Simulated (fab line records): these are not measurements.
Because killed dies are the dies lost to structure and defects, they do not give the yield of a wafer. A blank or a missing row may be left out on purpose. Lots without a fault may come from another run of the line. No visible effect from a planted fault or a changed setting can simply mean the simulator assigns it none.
Which of the tools did it? | flow rit-cmos | Sampling: 14 lots, 42 wafers, 5 of 202 route steps

## WHAT THE GAUGES SHOWED, per wafer
RIT_PRETRO_TW_MEAS_10. Usual: for PRETRO_TW the level is 483 and the standard deviation is 4.7.
lot  | measured    | on            | PRETRO_TW   | flag
L786 | day 2 07:47 | film-metro-03 | 479 479 481 |
L787 | day 2 13:22 | film-metro-01 | 478 477 477 |
L788 | day 2 19:38 | film-metro-01 | 475 476 475 |
L789 | day 2 23:40 | film-metro-04 | 490 488 490 |
L796 | day 4 10:44 | film-metro-04 | 484 486 484 |
L799 | day 5 02:16 | film-metro-04 | 486 488 486 |
L800 | day 5 05:59 | film-metro-04 | 486 489 487 |
L802 | day 5 19:20 | film-metro-04 | 489 485 486 |
L804 | day 6 06:49 | film-metro-03 | 482 481 482 |
L805 | day 6 08:34 | film-metro-01 | 474 477 477 |
L806 | day 6 14:20 | film-metro-03 | 482 482 484 |
L807 | day 6 18:13 | film-metro-04 | 488 485 483 |
L808 | day 6 21:44 | film-metro-03 | 482 483 482 |
L809 | day 7 03:36 | film-metro-04 | 483 486 485 |

RIT_SILICIDE_RS_MEAS_02: a four-point-probe measurement. Usual: for SILICIDE_TI_RS the level is 47.2 ohm/sq and the standard deviation is 0.74.
lot  | measured    | on            | SILICIDE_TI_RS (ohm/sq) | flag
L786 | day 3 02:21 | film-metro-02 | 46.5 47.7 47.2          |
L787 | day 3 08:31 | film-metro-01 | 47.3 46.8 47.6          |
L788 | day 3 16:45 | film-metro-01 | 19.9 20.1 20.0          | OFF
L789 | day 3 18:43 | film-metro-01 | 46.0 45.7 46.9          |
L796 | day 5 05:01 | film-metro-01 | 47.1 46.7 46.8          |
L799 | day 6 01:27 | film-metro-01 | 20.2 20.6 20.1          | OFF
L800 | day 6 03:19 | film-metro-02 | 47.2 47.2 46.5          |
L802 | day 6 15:58 | film-metro-04 | 46.5 46.7 47.9          |
L804 | day 7 01:22 | film-metro-01 | 47.2 48.0 47.9          |
L805 | day 7 03:56 | film-metro-04 | 47.9 46.4 47.8          |
L806 | day 7 11:08 | film-metro-01 | 46.6 47.5 48.4          |
L807 | day 7 13:50 | film-metro-02 | 47.3 47.3 46.9          |
L808 | day 7 17:04 | film-metro-01 | 46.2 46.6 47.0          |
L809 | day 7 23:12 | film-metro-01 | 46.4 47.4 48.0          |

RIT_SILICIDE_THK_MEAS_03: measures by xrf. Usual: for SILICIDE_TI_THK the level is 30.3 nm and the standard deviation is 0.4.
lot  | measured    | on            | SILICIDE_TI_THK (nm) | flag
L786 | day 3 02:28 | film-metro-02 | 30.5 29.9 30.2       |
L787 | day 3 08:38 | film-metro-01 | 30.1 30.4 30.1       |
L788 | day 3 16:52 | film-metro-01 | 61.0 60.6 60.5       | OFF
L789 | day 3 18:50 | film-metro-01 | 30.9 31.1 30.3       |
L796 | day 5 05:08 | film-metro-01 | 30.2 30.5 30.6       |
L799 | day 6 01:34 | film-metro-01 | 60.4 59.3 60.8       | OFF
L800 | day 6 03:25 | film-metro-02 | 30.0 30.1 30.5       |
L802 | day 6 16:05 | film-metro-04 | 30.7 30.7 30.2       |
L804 | day 7 01:29 | film-metro-01 | 30.2 29.8 29.9       |
L805 | day 7 04:04 | film-metro-04 | 30.1 30.7 30.1       |
L806 | day 7 11:16 | film-metro-01 | 30.5 30.2 29.7       |
L807 | day 7 13:56 | film-metro-02 | 29.9 29.8 30.1       |
L808 | day 7 17:10 | film-metro-01 | 30.8 30.5 30.4       |
L809 | day 7 23:19 | film-metro-01 | 30.7 30.1 29.9       |

## WHAT TOOL EACH LOT RAN ON (gives the tool, then ch and the chambers of the sampled wafers, and finally the start)
lot  | RIT_PSD_STRIP_09                    | RIT_SILICIDE_SPUTTER_01
L786 | plasma-asher-01 ch 0,1, day 3 00:34 | pvd-sputter-01, day 3 02:12
L787 | plasma-asher-03 ch 0,1, day 3 06:59 | pvd-sputter-03, day 3 08:21
L788 | plasma-asher-04 ch 0,1, day 3 15:07 | pvd-sputter-01, day 3 16:17
L789 | plasma-asher-03 ch 0,1, day 3 17:25 | pvd-sputter-03, day 3 18:34
L796 | plasma-asher-01 ch 1, day 5 03:33   | pvd-sputter-01, day 5 04:52
L799 | plasma-asher-03 ch 0,1, day 5 23:47 | pvd-sputter-04, day 6 00:58
L800 | plasma-asher-01 ch 0,1, day 6 01:49 | pvd-sputter-01, day 6 03:08
L802 | plasma-asher-01 ch 0,1, day 6 14:38 | pvd-sputter-01, day 6 15:49
L804 | plasma-asher-01 ch 0,1, day 7 00:04 | pvd-sputter-01, day 7 01:13
L805 | plasma-asher-03 ch 0, day 7 02:28   | pvd-sputter-03, day 7 03:47
L806 | plasma-asher-03 ch 0,1, day 7 09:29 | pvd-sputter-01, day 7 10:59
L807 | plasma-asher-01 ch 0,1, day 7 12:31 | pvd-sputter-03, day 7 13:38
L808 | plasma-asher-01 ch 0,1, day 7 15:44 | pvd-sputter-01, day 7 16:53
L809 | plasma-asher-01 ch 0,1, day 7 21:43 | pvd-sputter-04, day 7 23:03
- RIT_PSD_STRIP_09: strips in O2, time 180 s.
- RIT_SILICIDE_SPUTTER_01: material Ti, target thk 30 nm, time 240 s.

## WHAT THE TOOLS THEMSELVES READ (means of the sampled wafers that have a number; where no wafer has one, the mark that the record gives instead)
RIT_PSD_STRIP_09. Usual: drypump-motor-current-A reads 5.9 A (standard deviation 0.66).
lot  | tool            | drypump-motor-current-A (A) | flag
L786 | plasma-asher-01 | 6.4                         |
L787 | plasma-asher-03 | 5.3                         |
L788 | plasma-asher-04 | 5.5                         |
L789 | plasma-asher-03 | 5.3                         |
L796 | plasma-asher-01 | 5.6                         |
L799 | plasma-asher-03 | 5.8                         |
L800 | plasma-asher-01 | 6.0                         |
L802 | plasma-asher-01 | 6.3                         |
L804 | plasma-asher-01 | 6.4                         |
L805 | plasma-asher-03 | 6.2                         |
L806 | plasma-asher-03 | 5.8                         |
L807 | plasma-asher-01 | 6.4                         |
L808 | plasma-asher-01 | 6.4                         |
L809 | plasma-asher-01 | 6.4                         |

RIT_SILICIDE_SPUTTER_01. Usual: throttle-valve-pct reads 29.8 % (standard deviation 1.4).
lot  | tool           | throttle-valve-pct (%) | flag
L786 | pvd-sputter-01 | 30.0                   |
L787 | pvd-sputter-03 | 30.4                   |
L788 | pvd-sputter-01 | 28.7                   |
L789 | pvd-sputter-03 | 30.6                   |
L796 | pvd-sputter-01 | 28.8                   |
L799 | pvd-sputter-04 | 29.6                   |
L800 | pvd-sputter-01 | 28.9                   |
L802 | pvd-sputter-01 | 29.8                   |
L804 | pvd-sputter-01 | 31.1                   |
L805 | pvd-sputter-03 | 29.1                   |
L806 | pvd-sputter-01 | 30.0                   |
L807 | pvd-sputter-03 | 29.9                   |
L808 | pvd-sputter-01 | 29.7                   |
L809 | pvd-sputter-04 | 29.5                   |

## THE ANSWER, worked out from the rows above alone
Rule: a lot is off if the mean of its wafers that have a number lies more than 3 standard deviations from the usual mean. A lot without any number at a reading at which 4 lots or more have one is off too. Where the step has rows for the other lots, those lots are counted as sound. The gauges are gone through in route order, then the tools' own readings, and for those a lot's mean is taken as printed above. At the first step where some lot is off, the reading lying furthest off is the one used; lots without a number count as furthest.
Off: L788, L799, at RIT_SILICIDE_RS_MEAS_02 (SILICIDE_TI_RS).
A tool fits if, at a process step before that reading, it ran every lot that is off, and no sound lot after the first of them. The gauges at RIT_SILICIDE_RS_MEAS_02 are tried like those tools. Of those tried, none fits.

## WHAT WAS PUT IN BY THE SIMULATOR
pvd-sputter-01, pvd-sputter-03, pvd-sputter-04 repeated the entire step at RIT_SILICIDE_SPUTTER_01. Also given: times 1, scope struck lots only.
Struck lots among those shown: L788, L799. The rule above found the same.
